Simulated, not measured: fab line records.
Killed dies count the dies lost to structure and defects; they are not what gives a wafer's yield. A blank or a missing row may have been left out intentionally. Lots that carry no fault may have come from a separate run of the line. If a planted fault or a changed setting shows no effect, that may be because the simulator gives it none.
Code-filled problem report in 8D (eight disciplines) form / flow berkeley_cmos170 / the parts of the form that need people (team, actions taken, sign-off) are left out

1. WHAT WENT WRONG
oes_product_au at UCB170_GATE_ETCH_15 reads a mean of 0.990 a.u. on 6 wafers of 2 lots; wafers without a fault read 0.830 a.u. with a standard deviation of 0.017. That puts it +9.4 standard deviations away from the usual mean.
The step: etches poly-Si in HBr/Cl2, stops on SiO2, time 56.3 s, target depth 278.2 nm.
Seen first at day 8 15:02 on rie_si-01, wafer L248.1. At this step, 42 wafers from 14 lots have a number in the record. Rule for "out" (also "out of limits"): further than 4 standard deviations from the usual mean. Any other wafer with a number is counted as sound.

2. WHAT IT IS, WHAT IT ISN'T
question=which readings at this step | is=oes_product_au | is not=drypump_motor_current_A, throttle_valve_pct
question=which lots | is=L248, L250 | is not=L236, L237, L238, L239, L240, L241, L242, L243, L247, L253, L256, L257
question=which wafers of those lots | is=all that have a number | is not=-
question=read on which tools | is=rie_si-01 | is not=rie_si-02
question=when | is=from day 8 15:02 | is not=up to then (27 sound wafers); but 9 sound wafers of L253, L256, L257 came after

3. WHAT RULES OUT EACH SUSPECT
Counting: a tool stays on the suspect list if, at a process step up to the reading, it processed all lots that are out and no sound lot following the first of them.
- rie_si-01 at UCB170_GATE_ETCH_15 (etches poly-Si in HBr/Cl2, stops on SiO2, time 56.3 s, target depth 278.2 nm): kept. All lots that are out passed through it, beginning with L248 at day 8 15:02, and no sound lot followed; its final sound lot before that point was L247 at day 8 08:09. Out on those wafers are its own readings of oes_product_au.
Left after counting: rie_si-01 at UCB170_GATE_ETCH_15.

4. THE CAUSE (what the simulator had put in)
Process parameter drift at UCB170_GATE_ETCH_15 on rie_si-01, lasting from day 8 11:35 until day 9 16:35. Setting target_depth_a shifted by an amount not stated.
Counting left only this tool.

5. SEQUENCE OF EFFECTS, ordered by route
Rows list readings where the struck wafers' mean (over those with a number) sits beyond 3 standard deviations from the usual. Only readings whose record carries a usual standard deviation are examined. hours: median over the lots of the time between each lot's start at the first step of this table that gives one and its start at this step. sigmas: the change, counted in usual standard deviations.
hours=0; step=UCB170_GATE_ETCH_15; reading=oes_product_au; usual=0.830 a.u.; on struck wafers=0.990; change=+0.160; sigmas=+9.4
Process steps it contains:
- UCB170_GATE_ETCH_15: etches poly-Si in HBr/Cl2, stops on SiO2, time 56.3 s, target depth 278.2 nm.

6. HOW IT WOULD HAVE BEEN CAUGHT EARLIER
In this record the first reading out of limits was taken at day 8 15:02, 3 hours after the fault began at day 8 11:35.
